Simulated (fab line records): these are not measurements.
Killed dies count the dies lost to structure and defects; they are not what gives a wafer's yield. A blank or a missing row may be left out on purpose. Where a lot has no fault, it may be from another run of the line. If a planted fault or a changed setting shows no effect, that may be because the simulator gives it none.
Lot-split experiment / flow rit-cmos / on a route of 202 steps: 5 lots, 23 wafers read

== ABOUT THE SPLIT ==
At RIT_ACTIVE_COAT_06 (resist thk 1000 nm), the setting resist-thk-nm was moved away from the recipe's 1000 nm on 9 of the 23 wafers read, by -3.9% to +3.9%. For the rest of the wafers, this setting stayed at what the recipe calls for.

== FROM THE SPLIT TO THE READING: what the file shows between them, 8 steps ==
- RIT_ACTIVE_SOFTBAKE_07: time 60 s
- RIT_ACTIVE_EXPOSE_08: exposes mask M1, target cd 1400 nm
- RIT_ACTIVE_PEB_09
- RIT_ACTIVE_DEVELOP_10: develop time 50 s
- RIT_ACTIVE_CD_MEAS_11: target cd 1400 nm
- RIT_ACTIVE_HARDBAKE_12: time 60 s (also split here: temp-c)
- RIT_ACTIVE_ETCH_13: etches Si3N4 in SF6, stops on SiO2, time 210 s, target depth 210 nm
- RIT_ACTIVE_STRIP_14: strips in O2, time 180 s

== THE READING ==
cd-nm (nm) at RIT_ACTIVE_CD_MEAS_90, where the cd target is 1400 nm. Fault-free wafers of this fab line usually give 1400.8 nm, standard deviation 1.7 nm.

wafer=L075.2; tool, chamber at the split=litho-track-03, 0; resist-thk-nm as run, nm=1000; against the recipe=recipe; cd-nm, nm=1400.8; against lot-mates on the recipe=-
wafer=L075.3; tool, chamber at the split=litho-track-03, 0; resist-thk-nm as run, nm=1000; against the recipe=recipe; cd-nm, nm=1400.8; against lot-mates on the recipe=-
wafer=L075.4; tool, chamber at the split=litho-track-03, 0; resist-thk-nm as run, nm=1000; against the recipe=recipe; cd-nm, nm=1399.4; against lot-mates on the recipe=-
wafer=L078.1; tool, chamber at the split=litho-track-03, 0; resist-thk-nm as run, nm=1039; against the recipe=+3.9%; cd-nm, nm=1403.4; against lot-mates on the recipe=+2.4
wafer=L078.3; tool, chamber at the split=litho-track-03, 0; resist-thk-nm as run, nm=1000; against the recipe=recipe; cd-nm, nm=1401.2; against lot-mates on the recipe=-
wafer=L078.4; tool, chamber at the split=litho-track-03, 0; resist-thk-nm as run, nm=1000; against the recipe=recipe; cd-nm, nm=1400.0; against lot-mates on the recipe=-
wafer=L078.5; tool, chamber at the split=litho-track-03, 0; resist-thk-nm as run, nm=1000; against the recipe=recipe; cd-nm, nm=1401.9; against lot-mates on the recipe=-
wafer=L078.6; tool, chamber at the split=litho-track-03, 0; resist-thk-nm as run, nm=1039; against the recipe=+3.9%; cd-nm, nm=1405.2; against lot-mates on the recipe=+4.2
wafer=L081.1; tool, chamber at the split=litho-track-01, 0; resist-thk-nm as run, nm=961; against the recipe=-3.9%; cd-nm, nm=1396.8; against lot-mates on the recipe=-3.7
wafer=L081.2; tool, chamber at the split=litho-track-01, 0; resist-thk-nm as run, nm=961; against the recipe=-3.9%; cd-nm, nm=1395.7; against lot-mates on the recipe=-4.8
wafer=L081.4; tool, chamber at the split=litho-track-01, 0; resist-thk-nm as run, nm=1000; against the recipe=recipe; cd-nm, nm=1401.8; against lot-mates on the recipe=-
wafer=L081.5; tool, chamber at the split=litho-track-01, 0; resist-thk-nm as run, nm=961; against the recipe=-3.9%; cd-nm, nm=1397.3; against lot-mates on the recipe=-3.2
wafer=L081.6; tool, chamber at the split=litho-track-01, 0; resist-thk-nm as run, nm=1000; against the recipe=recipe; cd-nm, nm=1399.2; against lot-mates on the recipe=-
wafer=L082.1; tool, chamber at the split=litho-track-04, 0; resist-thk-nm as run, nm=976.3; against the recipe=-2.4%; cd-nm, nm=1399.4; against lot-mates on the recipe=-2.2
wafer=L082.2; tool, chamber at the split=litho-track-04, 0; resist-thk-nm as run, nm=1000; against the recipe=recipe; cd-nm, nm=1401.0; against lot-mates on the recipe=-
wafer=L082.3; tool, chamber at the split=litho-track-04, 0; resist-thk-nm as run, nm=976.3; against the recipe=-2.4%; cd-nm, nm=1398.4; against lot-mates on the recipe=-3.2
wafer=L082.4; tool, chamber at the split=litho-track-04, 0; resist-thk-nm as run, nm=1000; against the recipe=recipe; cd-nm, nm=1402.5; against lot-mates on the recipe=-
wafer=L082.5; tool, chamber at the split=litho-track-04, 0; resist-thk-nm as run, nm=1000; against the recipe=recipe; cd-nm, nm=1401.3; against lot-mates on the recipe=-
wafer=L083.1; tool, chamber at the split=litho-track-04, 0; resist-thk-nm as run, nm=1000; against the recipe=recipe; cd-nm, nm=1399.1; against lot-mates on the recipe=-
wafer=L083.2; tool, chamber at the split=litho-track-04, 0; resist-thk-nm as run, nm=1000; against the recipe=recipe; cd-nm, nm=1396.4; against lot-mates on the recipe=-
wafer=L083.4; tool, chamber at the split=litho-track-04, 0; resist-thk-nm as run, nm=1038; against the recipe=+3.8%; cd-nm, nm=1403.9; against lot-mates on the recipe=+5.7
wafer=L083.5; tool, chamber at the split=litho-track-04, 0; resist-thk-nm as run, nm=1038; against the recipe=+3.8%; cd-nm, nm=1401.9; against lot-mates on the recipe=+3.7
wafer=L083.6; tool, chamber at the split=litho-track-04, 0; resist-thk-nm as run, nm=1000; against the recipe=recipe; cd-nm, nm=1399.1; against lot-mates on the recipe=-

THE FIT
A straight line over all 23 wafers: cd-nm changes by +0.869 nm for each +1% of resist-thk-nm; r = +0.83; the points scatter about the line by 1.4 nm.
The same after taking each lot's own level away (the mean of its wafers on the recipe; 23 wafers): +1.03 nm for each +1%; r = +0.93; scatter 0.99 nm.
Per that fit: largest resist-thk-nm move, reading shift of 4 nm.
Across the lots, their own levels run from 1398.20 to 1401.60 nm, a range of 2.0 times the standard deviation given above.
In other words, the slope is changed by the lot-to-lot level; the two fits disagree.
Check: -4.09 nm against its lot-mates is what the line predicts for one of the wafers moved furthest among these (-3.9%) when that wafer is left out of the fit. Against them it came out at -3.7 nm.

== FURTHER SPLITS ON THESE WAFERS ==
Before the reading, these wafers also passed through other splits. Each is held against what the fit with the lots' levels taken away leaves over:
other split on the same wafers=RIT_ACTIVE_CVD_03 sih2cl2-flow-sccm; wafers away from the commonest value=15; r with cd-nm (lot level and that fit taken away)=+0.00
other split on the same wafers=RIT_ACTIVE_HARDBAKE_12 temp-c; wafers away from the commonest value=5; r with cd-nm (lot level and that fit taken away)=-0.28

== THE WHOLE CHAIN: every reading that the file lists as answering this split, in the file's order ==
step=RIT_ACTIVE_COAT_06; what it does=resist thk 1000 nm; reading=NOVOLAK_of_ACTIVE_COAT_06.thk-nm (the simulator's own value, which no gauge read); change (the file's fit)=+10.1 nm for each +1% of the setting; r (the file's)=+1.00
step=RIT_ACTIVE_CD_MEAS_11; what it does=target cd 1400 nm; reading=cd-nm; change (the file's fit)=+0.974 nm for each +1% of the setting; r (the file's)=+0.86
step=RIT_ACTIVE_HARDBAKE_12; what it does=time 60 s; reading=NOVOLAK_of_ACTIVE_COAT_06.thk-nm (the simulator's own value, which no gauge read); change (the file's fit)=+8.83 nm for each +1% of the setting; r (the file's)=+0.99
step=RIT_ACTIVE_ETCH_13; what it does=etches Si3N4 in SF6, stops on SiO2, time 210 s, target depth 210 nm; reading=NOVOLAK_of_ACTIVE_COAT_06.thk-nm (the simulator's own value, which no gauge read); change (the file's fit)=+10.7 nm for each +1% of the setting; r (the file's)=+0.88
step=RIT_ACTIVE_CD_MEAS_90; what it does=target cd 1400 nm; reading=cd-nm; change (the file's fit)=+1.03 nm for each +1% of the setting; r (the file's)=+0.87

== FILE'S OWN FIT ==
cd-nm changes by +1.03 nm for each +1% of resist-thk-nm, r = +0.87.
